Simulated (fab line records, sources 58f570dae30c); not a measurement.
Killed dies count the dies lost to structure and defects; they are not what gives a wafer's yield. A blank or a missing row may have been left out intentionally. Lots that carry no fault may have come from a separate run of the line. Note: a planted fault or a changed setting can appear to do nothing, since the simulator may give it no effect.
Which tool was responsible? || flow berkeley-cmos170 || 14 lots, 42 wafers sampled, at 4 steps of a route of 331

== WHAT THE GAUGES READ, wafer by wafer ==
UCB170_PWELL_THK_MEAS_03.
{"lot": "L679", "measured": "day 2 15:06", "on": "film-metro-03", "PWELL_OXIDE_THK (nm)": "26.8 26.7 26.3"}
{"lot": "L681", "measured": "day 3 05:02", "on": "film-metro-02", "PWELL_OXIDE_THK (nm)": "26.6 26.6 26.1"}
{"lot": "L682", "measured": "day 3 13:23", "on": "film-metro-01", "PWELL_OXIDE_THK (nm)": "26.3 26.3 26.1"}
{"lot": "L684", "measured": "day 4 06:02", "on": "film-metro-01", "PWELL_OXIDE_THK (nm)": "26.6 26.4 26.4"}
{"lot": "L687", "measured": "day 4 20:06", "on": "film-metro-01", "PWELL_OXIDE_THK (nm)": "26.3 26.6 26.4"}
{"lot": "L690", "measured": "day 4 20:05", "on": "film-metro-03", "PWELL_OXIDE_THK (nm)": "27.1 27.2 27.0"}
{"lot": "L689", "measured": "day 4 20:09", "on": "film-metro-01", "PWELL_OXIDE_THK (nm)": "26.6 26.5 26.4"}
{"lot": "L688", "measured": "day 4 20:06", "on": "film-metro-02", "PWELL_OXIDE_THK (nm)": "27.8 27.4 27.4"}
{"lot": "L691", "measured": "day 4 20:10", "on": "film-metro-03", "PWELL_OXIDE_THK (nm)": "27.2 26.8 27.2"}
{"lot": "L694", "measured": "day 5 22:19", "on": "film-metro-02", "PWELL_OXIDE_THK (nm)": "26.8 26.7 26.2"}
{"lot": "L697", "measured": "day 6 07:14", "on": "film-metro-01", "PWELL_OXIDE_THK (nm)": "26.8 26.5 26.6"}
{"lot": "L699", "measured": "day 6 16:38", "on": "film-metro-02", "PWELL_OXIDE_THK (nm)": "25.9 26.2 26.4"}
{"lot": "L700", "measured": "day 7 06:39", "on": "film-metro-03", "PWELL_OXIDE_THK (nm)": "26.5 26.3 26.3"}
{"lot": "L702", "measured": "day 7 06:40", "on": "film-metro-01", "PWELL_OXIDE_THK (nm)": "26.0 26.0 26.1"}

UCB170_CONTACT_CD_MEAS_90: the cd target is 700 nm.
{"lot": "L679", "measured": "day 6 19:58", "on": "cd-sem-02", "cd-nm (nm)": "697.6 698.5 699.8"}
{"lot": "L681", "measured": "day 7 14:54", "on": "cd-sem-01", "cd-nm (nm)": "703.0 701.1 701.2"}
{"lot": "L682", "measured": "day 8 05:46", "on": "cd-sem-01", "cd-nm (nm)": "698.6 698.7 699.3"}
{"lot": "L684", "measured": "day 8 04:43", "on": "cd-sem-01", "cd-nm (nm)": "703.7 703.6 703.7"}
{"lot": "L687", "measured": "day 8 12:07", "on": "cd-sem-01", "cd-nm (nm)": "700.2 698.9 701.0"}
{"lot": "L690", "measured": "day 9 11:19", "on": "cd-sem-02", "cd-nm (nm)": "701.3 699.3 696.4"}
{"lot": "L689", "measured": "day 8 14:39", "on": "cd-sem-02", "cd-nm (nm)": "697.5 699.3 698.9"}
{"lot": "L688", "measured": "day 9 11:04", "on": "cd-sem-01", "cd-nm (nm)": "698.6 699.6 700.0"}
{"lot": "L691", "measured": "day 8 14:14", "on": "cd-sem-01", "cd-nm (nm)": "700.5 700.0 700.8"}
{"lot": "L694", "measured": "day 10 08:23", "on": "cd-sem-01", "cd-nm (nm)": "700.1 698.4 700.1"}
{"lot": "L697", "measured": "day 10 23:00", "on": "cd-sem-02", "cd-nm (nm)": "699.7 697.3 700.9"}
{"lot": "L699", "measured": "day 10 23:03", "on": "cd-sem-01", "cd-nm (nm)": "700.7 702.9 700.9"}
{"lot": "L700", "measured": "day 11 05:14", "on": "cd-sem-01", "cd-nm (nm)": "701.3 700.1 702.1"}
{"lot": "L702", "measured": "day 11 10:28", "on": "cd-sem-02", "cd-nm (nm)": "699.4 699.6 699.6"}

== TOOL THAT RAN EACH LOT (tool first, then ch and the chambers of the sampled wafers, then the start) ==
{"lot": "L679", "UCB170_NWELL_SOFTBAKE_08": "litho-track-01 ch 0, day 2 04:36", "UCB170_NWELL_STRIP_15": "plasma-asher-01 ch 0,1, day 2 05:47"}
{"lot": "L681", "UCB170_NWELL_SOFTBAKE_08": "litho-track-01 ch 0, day 2 18:46", "UCB170_NWELL_STRIP_15": "plasma-asher-03 ch 0,1, day 2 19:43"}
{"lot": "L682", "UCB170_NWELL_SOFTBAKE_08": "litho-track-04 ch 0, day 3 04:22", "UCB170_NWELL_STRIP_15": "plasma-asher-01 ch 0,1, day 3 05:14"}
{"lot": "L684", "UCB170_NWELL_SOFTBAKE_08": "litho-track-04 ch 0, day 3 11:30", "UCB170_NWELL_STRIP_15": "plasma-asher-02 ch 0,1, day 3 22:56"}
{"lot": "L687", "UCB170_NWELL_SOFTBAKE_08": "litho-track-04 ch 0, day 4 04:53", "UCB170_NWELL_STRIP_15": "plasma-asher-02 ch 0,1, day 4 06:50"}
{"lot": "L690", "UCB170_NWELL_SOFTBAKE_08": "litho-track-04 ch 0, day 4 09:35", "UCB170_NWELL_STRIP_15": "plasma-asher-02 ch 0,1, day 4 10:46"}
{"lot": "L689", "UCB170_NWELL_SOFTBAKE_08": "litho-track-01 ch 0, day 4 09:37", "UCB170_NWELL_STRIP_15": "plasma-asher-01 ch 0,1, day 4 11:06"}
{"lot": "L688", "UCB170_NWELL_SOFTBAKE_08": "litho-track-02 ch 0, day 4 09:38", "UCB170_NWELL_STRIP_15": "plasma-asher-02 ch 0,1, day 4 11:01"}
{"lot": "L691", "UCB170_NWELL_SOFTBAKE_08": "litho-track-04 ch 0, day 4 10:04", "UCB170_NWELL_STRIP_15": "plasma-asher-03 ch 0,1, day 4 11:18"}
{"lot": "L694", "UCB170_NWELL_SOFTBAKE_08": "litho-track-02 ch 0, day 5 10:34", "UCB170_NWELL_STRIP_15": "plasma-asher-01 ch 0,1, day 5 12:21"}
{"lot": "L697", "UCB170_NWELL_SOFTBAKE_08": "litho-track-01 ch 0, day 5 22:42", "UCB170_NWELL_STRIP_15": "plasma-asher-02 ch 0,1, day 5 23:41"}
{"lot": "L699", "UCB170_NWELL_SOFTBAKE_08": "litho-track-01 ch 0, day 6 07:45", "UCB170_NWELL_STRIP_15": "plasma-asher-03 ch 0,1, day 6 08:41"}
{"lot": "L700", "UCB170_NWELL_SOFTBAKE_08": "litho-track-01 ch 0, day 6 16:49", "UCB170_NWELL_STRIP_15": "plasma-asher-03 ch 1, day 6 18:04"}
{"lot": "L702", "UCB170_NWELL_SOFTBAKE_08": "litho-track-02 ch 0, day 6 21:17", "UCB170_NWELL_STRIP_15": "plasma-asher-01 ch 0,1, day 6 22:13"}
- UCB170_NWELL_SOFTBAKE_08: time 60 s.
- UCB170_NWELL_STRIP_15: strips in O2.

== AS READ BY THE TOOLS THEMSELVES (means over the sampled wafers that have a number; for cases with no such wafer, the mark the record gives instead) ==
UCB170_NWELL_SOFTBAKE_08.
{"lot": "L679", "tool": "litho-track-01", "heater-power-total-W (W)": 56.84, "plate-temp-C (C)": 129.86}
{"lot": "L681", "tool": "litho-track-01", "heater-power-total-W (W)": 56.84, "plate-temp-C (C)": 129.89}
{"lot": "L682", "tool": "litho-track-04", "heater-power-total-W (W)": 56.76, "plate-temp-C (C)": 130.05}
{"lot": "L684", "tool": "litho-track-04", "heater-power-total-W (W)": 56.83, "plate-temp-C (C)": 130.12}
{"lot": "L687", "tool": "litho-track-04", "heater-power-total-W (W)": 56.77, "plate-temp-C (C)": 129.98}
{"lot": "L690", "tool": "litho-track-04", "heater-power-total-W (W)": 56.81, "plate-temp-C (C)": 130.03}
{"lot": "L689", "tool": "litho-track-01", "heater-power-total-W (W)": 56.82, "plate-temp-C (C)": 129.97}
{"lot": "L688", "tool": "litho-track-02", "heater-power-total-W (W)": 56.74, "plate-temp-C (C)": 130.08}
{"lot": "L691", "tool": "litho-track-04", "heater-power-total-W (W)": 56.78, "plate-temp-C (C)": 130.14}
{"lot": "L694", "tool": "litho-track-02", "heater-power-total-W (W)": 56.77, "plate-temp-C (C)": 130.12}
{"lot": "L697", "tool": "litho-track-01", "heater-power-total-W (W)": 56.82, "plate-temp-C (C)": 130.07}
{"lot": "L699", "tool": "litho-track-01", "heater-power-total-W (W)": 53.25, "plate-temp-C (C)": 123.67}
{"lot": "L700", "tool": "litho-track-01", "heater-power-total-W (W)": 53.23, "plate-temp-C (C)": 123.85}
{"lot": "L702", "tool": "litho-track-02", "heater-power-total-W (W)": 56.82, "plate-temp-C (C)": 129.88}

UCB170_NWELL_STRIP_15.
{"lot": "L679", "tool": "plasma-asher-01", "drypump-motor-current-A (A)": 5.7, "oes-product-au (a.u.)": 0.723, "strip-time-to-endpoint-s (s)": 17.99}
{"lot": "L681", "tool": "plasma-asher-03", "drypump-motor-current-A (A)": 5.8, "oes-product-au (a.u.)": 0.720, "strip-time-to-endpoint-s (s)": 17.98}
{"lot": "L682", "tool": "plasma-asher-01", "drypump-motor-current-A (A)": 5.7, "oes-product-au (a.u.)": 0.723, "strip-time-to-endpoint-s (s)": 17.88}
{"lot": "L684", "tool": "plasma-asher-02", "drypump-motor-current-A (A)": 5.2, "oes-product-au (a.u.)": 0.721, "strip-time-to-endpoint-s (s)": 18.06}
{"lot": "L687", "tool": "plasma-asher-02", "drypump-motor-current-A (A)": 5.3, "oes-product-au (a.u.)": 0.725, "strip-time-to-endpoint-s (s)": 18.01}
{"lot": "L690", "tool": "plasma-asher-02", "drypump-motor-current-A (A)": 5.3, "oes-product-au (a.u.)": 0.723, "strip-time-to-endpoint-s (s)": 17.95}
{"lot": "L689", "tool": "plasma-asher-01", "drypump-motor-current-A (A)": 5.8, "oes-product-au (a.u.)": 0.721, "strip-time-to-endpoint-s (s)": 17.99}
{"lot": "L688", "tool": "plasma-asher-02", "drypump-motor-current-A (A)": 5.3, "oes-product-au (a.u.)": 0.719, "strip-time-to-endpoint-s (s)": 17.98}
{"lot": "L691", "tool": "plasma-asher-03", "drypump-motor-current-A (A)": 6.0, "oes-product-au (a.u.)": 0.724, "strip-time-to-endpoint-s (s)": 18.03}
{"lot": "L694", "tool": "plasma-asher-01", "drypump-motor-current-A (A)": 5.8, "oes-product-au (a.u.)": 0.724, "strip-time-to-endpoint-s (s)": 17.95}
{"lot": "L697", "tool": "plasma-asher-02", "drypump-motor-current-A (A)": 5.3, "oes-product-au (a.u.)": 0.724, "strip-time-to-endpoint-s (s)": 18.13}
{"lot": "L699", "tool": "plasma-asher-03", "drypump-motor-current-A (A)": 6.0, "oes-product-au (a.u.)": 0.722, "strip-time-to-endpoint-s (s)": 18.35}
{"lot": "L700", "tool": "plasma-asher-03", "drypump-motor-current-A (A)": 5.7, "oes-product-au (a.u.)": 0.725, "strip-time-to-endpoint-s (s)": 18.32}
{"lot": "L702", "tool": "plasma-asher-01", "drypump-motor-current-A (A)": 5.8, "oes-product-au (a.u.)": 0.720, "strip-time-to-endpoint-s (s)": 18.02}

== THE ANSWER, worked out from the rows above alone ==
Rule: the lots themselves supply what counts as usual. The widest of any qualifying gaps counts: lots, ordered by their means at a reading, are off when they make up no more than a third of the lots, leave a main group of 4 or more, and stand apart from it by 3 or more times the standard deviation of that group's means. Not used: any main group whose means are identical at the precision the tables above print for the reading. A lot without any number at a reading at which 4 lots or more have one is off too. Where the step has rows for the other lots, those lots are counted as sound. The gauges are gone through in route order, then the tools' own readings, and for those a lot's mean is taken as printed above. At the first step where some lot is off, the reading lying furthest off is the one used; lots without a number count as furthest.
Off, at UCB170_NWELL_SOFTBAKE_08 on heater-power-total-W: L699, L700. The main group has a mean of 56.80 W with a standard deviation of 0.033.
If a tool, at that step or one of the process steps before it, ran each lot that is off and ran no sound lot following the first of them, it fits. One fits: UCB170_NWELL_SOFTBAKE_08 on litho-track-01. A fault onset in the window from L697 (day 5 22:42, its last sound lot) to L699 (day 6 07:45, its first lot off) fits.
The tool's own readings at UCB170_NWELL_SOFTBAKE_08 bear it out: on the lots that are off they differ by more than 5 times the standard deviation of the sound lots' means. heater-power-total-W reads 53.24 W there against 56.80 W on the sound lots; plate-temp-C reads 123.76 C there against 130.02 C on the sound lots.

== WHAT WAS PUT IN BY THE SIMULATOR ==
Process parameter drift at UCB170_NWELL_SOFTBAKE_08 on litho-track-01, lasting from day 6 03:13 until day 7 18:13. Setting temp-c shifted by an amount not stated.
Struck lots among those shown: L699, L700. The rule given above showed the same thing.
